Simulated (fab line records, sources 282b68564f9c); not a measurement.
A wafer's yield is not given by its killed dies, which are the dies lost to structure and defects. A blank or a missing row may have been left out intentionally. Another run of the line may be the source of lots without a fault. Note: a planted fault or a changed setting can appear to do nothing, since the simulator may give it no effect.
Split-lot trial	flow ritCmos	23 wafers read from 5 lots, route of 202 steps

## THE SPLIT ITSELF
At RIT_FOX2_OXIDATION_00 (target thk 350.7 nm, ox time 1130 s), the setting oxTimeS was moved away from the recipe's 1130 s on 15 of the 23 wafers read, by +6.4% to +9.2%. The other wafers ran this setting at the recipe's value.

The split's own step is where the reading is taken.

## THE READING
SiO2_of_FOX2_OXIDATION_00.thkNm (the simulator's own value, which no gauge read), in nm, at RIT_FOX2_OXIDATION_00 (target thk 350.7 nm, ox time 1130 s). No usual value for it is given in the file. Here, 8 wafers ran the recipe; their average is 339.7 nm with a standard deviation of 4.1 nm.

wafer	tool, chamber at the split	oxTimeS as run, s	against the recipe	SiO2_of_FOX2_OXIDATION_00.thkNm, nm	against lot-mates on the recipe
L074.1	-, -	1130	recipe	336.3	-
L074.2	-, -	1130	recipe	345.7	-
L074.3	-, -	1130	recipe	334.9	-
L074.5	-, -	1130	recipe	337.9	-
L074.6	-, -	1130	recipe	340.6	-
L078.1	-, -	1234	+9.2%	366.2	no lot-mate on the recipe
L078.2	-, -	1234	+9.2%	363.7	no lot-mate on the recipe
L078.4	-, -	1234	+9.2%	365.6	no lot-mate on the recipe
L078.5	-, -	1234	+9.2%	366.3	no lot-mate on the recipe
L078.6	-, -	1234	+9.2%	367.9	no lot-mate on the recipe
L080.1	-, -	1214	+7.4%	358.5	no lot-mate on the recipe
L080.2	-, -	1214	+7.4%	357.4	no lot-mate on the recipe
L080.3	-, -	1214	+7.4%	361.9	no lot-mate on the recipe
L080.4	-, -	1214	+7.4%	359.2	no lot-mate on the recipe
L080.6	-, -	1214	+7.4%	359.6	no lot-mate on the recipe
L082.2	furnace-01, 0	1130	recipe	334.8	-
L082.3	furnace-01, 0	1130	recipe	342.5	-
L082.5	furnace-01, 0	1130	recipe	344.8	-
L084.1	-, -	1202	+6.4%	369.6	no lot-mate on the recipe
L084.2	-, -	1202	+6.4%	363.4	no lot-mate on the recipe
L084.3	-, -	1202	+6.4%	367.6	no lot-mate on the recipe
L084.5	-, -	1202	+6.4%	366.9	no lot-mate on the recipe
L084.6	-, -	1202	+6.4%	360.4	no lot-mate on the recipe

THE FIT
A straight line over all 23 wafers: SiO2_of_FOX2_OXIDATION_00.thkNm changes by +2.96 nm for each +1% of oxTimeS; r = +0.93; the points scatter about the line by 4.7 nm.
Too few moved wafers have a lot-mate on the recipe to fit a line with each lot's own level taken away.

## FILE'S OWN FIT
SiO2_of_FOX2_OXIDATION_00.thkNm changes by +2.96 nm for each +1% of oxTimeS, r = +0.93.
